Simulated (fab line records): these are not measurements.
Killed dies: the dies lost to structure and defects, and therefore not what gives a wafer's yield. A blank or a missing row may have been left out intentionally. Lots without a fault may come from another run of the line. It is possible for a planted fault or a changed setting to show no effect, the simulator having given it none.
Which of the tools did it? :: flow berkeley cmos170 :: 15 lots with 45 wafers sampled at 4 steps, on a route of 331 steps

## WHAT EACH GAUGE READ, for each wafer
UCB170_START_BOW_MEAS_00. Usual: INCOMING_BOW gives 0 um (standard deviation 6.8).
lot: L251
measured: day 1 20:00
on: film metro-01
INCOMING_BOW (um): 5 -3 7
flag: 

lot: L252
measured: day 2 01:00
on: film metro-03
INCOMING_BOW (um): -3 -3 -2
flag: 

lot: L253
measured: day 2 06:02
on: film metro-02
INCOMING_BOW (um): 11 -3 -4
flag: 

lot: L254
measured: day 2 11:00
on: film metro-03
INCOMING_BOW (um): -9 -4 -15
flag: 

lot: L255
measured: day 2 16:00
on: film metro-01
INCOMING_BOW (um): -11 -2 17
flag: 

lot: L258
measured: day 3 07:04
on: film metro-02
INCOMING_BOW (um): 2 -4 -7
flag: 

lot: L261
measured: day 3 22:00
on: film metro-02
INCOMING_BOW (um): 3 0 -1
flag: 

lot: L263
measured: day 4 08:01
on: film metro-03
INCOMING_BOW (um): -12 1 -2
flag: 

lot: L264
measured: day 4 13:00
on: film metro-02
INCOMING_BOW (um): -10 1 -7
flag: 

lot: L265
measured: day 4 18:00
on: film metro-02
INCOMING_BOW (um): 4 6 -10
flag: 

lot: L268
measured: day 5 09:00
on: film metro-02
INCOMING_BOW (um): -15 -4 -9
flag: 

lot: L269
measured: day 5 14:00
on: film metro-02
INCOMING_BOW (um): -7 9 2
flag: 

lot: L270
measured: day 5 19:01
on: film metro-02
INCOMING_BOW (um): 1 -1 3
flag: 

lot: L271
measured: day 6 00:04
on: film metro-01
INCOMING_BOW (um): 7 -1 8
flag: 

lot: L272
measured: day 6 05:00
on: film metro-01
INCOMING_BOW (um): -2 5 -13
flag: 

UCB170_FIELD_THK_MEAS_02. Usual: FIELD_OXIDE_THK gives 551 nm (standard deviation 13).
lot: L251
measured: day 6 06:04
on: film metro-04
FIELD_OXIDE_THK (nm): 553 552 554
flag: 

lot: L252
measured: day 6 06:04
on: film metro-02
FIELD_OXIDE_THK (nm): 530 535 532
flag: 

lot: L253
measured: day 6 06:09
on: film metro-02
FIELD_OXIDE_THK (nm): 565 573 563
flag: 

lot: L254
measured: day 6 06:08
on: film metro-04
FIELD_OXIDE_THK (nm): 555 550 547
flag: 

lot: L255
measured: day 6 06:04
on: film metro-01
FIELD_OXIDE_THK (nm): 549 531 545
flag: 

lot: L258
measured: day 6 20:04
on: film metro-01
FIELD_OXIDE_THK (nm): 537 546 551
flag: 

lot: L261
measured: day 7 17:11
on: film metro-01
FIELD_OXIDE_THK (nm): 536 544 537
flag: 

lot: L268
measured: day 9 12:38
on: film metro-02
FIELD_OXIDE_THK (nm): 580 574 582
flag: 

lot: L269
measured: day 9 12:38
on: film metro-01
FIELD_OXIDE_THK (nm): 564 567 562
flag: 

lot: L270
measured: day 9 10:52
on: film metro-02
FIELD_OXIDE_THK (nm): 550 535 550
flag: 

lot: L271
measured: day 9 20:08
on: film metro-01
FIELD_OXIDE_THK (nm): 540 537 545
flag: 

lot: L272
measured: day 9 20:10
on: film metro-02
FIELD_OXIDE_THK (nm): 534 544 556
flag: 

UCB170_NLDD_CD_MEAS_06 targets a cd of 1200 nm. Usual: cd nm at 1199.7 nm, with a standard deviation of 1.6.
lot: L251
measured: day 8 08:27
on: cd sem-02
cd nm (nm): 1200.8 1201.7 1200.4
flag: 

lot: L252
measured: day 8 08:56
on: cd sem-02
cd nm (nm): 1202.1 1200.7 1201.3
flag: 

lot: L253
measured: day 8 07:44
on: cd sem-02
cd nm (nm): 1202.2 1201.2 1201.1
flag: 

lot: L254
measured: day 8 08:41
on: cd sem-02
cd nm (nm): 1198.7 1198.9 1199.7
flag: 

lot: L255
measured: day 8 09:04
on: cd sem-02
cd nm (nm): 1200.5 1200.7 1201.5
flag: 

lot: L258
measured: day 9 02:51
on: cd sem-02
cd nm (nm): 1197.9 1197.6 1196.7
flag: 

lot: L261
measured: day 9 17:38
on: cd sem-02
cd nm (nm): 1199.0 1200.6 1198.9
flag: 

lot: L268
measured: day 11 13:44
on: cd sem-01
cd nm (nm): 1198.3 1197.8 1198.8
flag: 

lot: L269
measured: day 11 14:20
on: cd sem-01
cd nm (nm): 1202.3 1202.1 1201.7
flag: 

lot: L270
measured: day 11 14:01
on: cd sem-02
cd nm (nm): 1198.4 1198.5 1198.6
flag: 

lot: L271
measured: day 11 22:26
on: cd sem-02
cd nm (nm): 1200.4 1197.8 1198.4
flag: 

lot: L272
measured: day 11 22:37
on: cd sem-02
cd nm (nm): 1197.8 1197.1 1196.7
flag: 

## EACH LOT AND THE TOOL THAT RAN IT (in order: tool; ch and the chambers of the sampled wafers; start)
lot: L251
UCB170_PWELL_ANNEAL_04: furnace-04 ch 0, day 4 02:14

lot: L252
UCB170_PWELL_ANNEAL_04: furnace-04 ch 0, day 4 02:14

lot: L253
UCB170_PWELL_ANNEAL_04: furnace-04 ch 0, day 4 08:56

lot: L254
UCB170_PWELL_ANNEAL_04: furnace-04 ch 0, day 4 08:56

lot: L255
UCB170_PWELL_ANNEAL_04: furnace-04 ch 0, day 4 08:56

lot: L258
UCB170_PWELL_ANNEAL_04: furnace-02 ch 0, day 4 17:58

lot: L261
UCB170_PWELL_ANNEAL_04: furnace-04 ch 0, day 5 19:36

lot: L263
UCB170_PWELL_ANNEAL_04: furnace-02, day 6 07:38

lot: L264
UCB170_PWELL_ANNEAL_04: furnace-02, day 6 07:38

lot: L265
UCB170_PWELL_ANNEAL_04: furnace-02, day 6 12:43

lot: L268
UCB170_PWELL_ANNEAL_04: furnace-02 ch 0, day 7 07:38

lot: L269
UCB170_PWELL_ANNEAL_04: furnace-02 ch 0, day 7 07:38

lot: L270
UCB170_PWELL_ANNEAL_04: furnace-02 ch 0, day 7 07:38

lot: L271
UCB170_PWELL_ANNEAL_04: furnace-02 ch 0, day 7 17:20

lot: L272
UCB170_PWELL_ANNEAL_04: furnace-02 ch 0, day 7 17:20
- UCB170_PWELL_ANNEAL_04: time 900 s.

## WHAT THE TOOLS THEMSELVES READ (means of the sampled wafers that have a number; where no wafer has one, the mark that the record gives instead)
UCB170_PWELL_ANNEAL_04. Usual: spike tc centre C 1003.1 C, standard deviation 0.98; spike tc load C 1025.8 C, standard deviation 1; spike tc source C 1022.3 C, standard deviation 2.6.
lot: L251
tool: furnace-04
spike tc centre C (C): 1002.7
spike tc load C (C): 1025.4
spike tc source C (C): 1022.3
flag: 

lot: L252
tool: furnace-04
spike tc centre C (C): 1003.6
spike tc load C (C): 1025.7
spike tc source C (C): 1023.7
flag: 

lot: L253
tool: furnace-04
spike tc centre C (C): 1003.7
spike tc load C (C): 1026.3
spike tc source C (C): 1023.1
flag: 

lot: L254
tool: furnace-04
spike tc centre C (C): 1004.1
spike tc load C (C): 1025.9
spike tc source C (C): 1022.4
flag: 

lot: L255
tool: furnace-04
spike tc centre C (C): 1003.6
spike tc load C (C): 1026.6
spike tc source C (C): 1022.6
flag: 

lot: L258
tool: furnace-02
spike tc centre C (C): 1002.6
spike tc load C (C): 1025.8
spike tc source C (C): 1021.0
flag: 

lot: L261
tool: furnace-04
spike tc centre C (C): 1003.3
spike tc load C (C): 1025.9
spike tc source C (C): 1023.2
flag: 

lot: L263
tool: furnace-02
spike tc centre C (C): -
spike tc load C (C): -
spike tc source C (C): -
flag: OFF

lot: L264
tool: furnace-02
spike tc centre C (C): -
spike tc load C (C): -
spike tc source C (C): -
flag: OFF

lot: L265
tool: furnace-02
spike tc centre C (C): -
spike tc load C (C): -
spike tc source C (C): -
flag: OFF

lot: L268
tool: furnace-02
spike tc centre C (C): 1003.7
spike tc load C (C): 1025.8
spike tc source C (C): 1021.5
flag: 

lot: L269
tool: furnace-02
spike tc centre C (C): 1003.8
spike tc load C (C): 1026.4
spike tc source C (C): 1020.6
flag: 

lot: L270
tool: furnace-02
spike tc centre C (C): 1002.8
spike tc load C (C): 1025.7
spike tc source C (C): 1020.7
flag: 

lot: L271
tool: furnace-02
spike tc centre C (C): 1001.9
spike tc load C (C): 1025.3
spike tc source C (C): 1021.2
flag: 

lot: L272
tool: furnace-02
spike tc centre C (C): 1002.8
spike tc load C (C): 1025.4
spike tc source C (C): 1020.3
flag: 

## THE ANSWER, worked out from the rows above alone
Rule: lot off if the mean of its wafers having a number is beyond 3 standard deviations from the usual mean. Also off: a lot with no number at a reading for which 4 or more lots have one. Any other lot the step has rows for is counted as sound. After the gauges, taken in route order, come the tools' own readings; for these a lot's mean is taken, as printed above. At the first step where some lot is off, the reading lying furthest off is the one used; lots without a number count as furthest.
Off: L263, L264, L265, at UCB170_PWELL_ANNEAL_04 (spike tc centre C). Without a number there: L263, L264, L265.
A tool fits if, at that step or a process step before it, it ran every lot that is off, and no sound lot after the first of them. Of those tried, none fits.

## WHAT THE SIMULATOR HAD INSERTED
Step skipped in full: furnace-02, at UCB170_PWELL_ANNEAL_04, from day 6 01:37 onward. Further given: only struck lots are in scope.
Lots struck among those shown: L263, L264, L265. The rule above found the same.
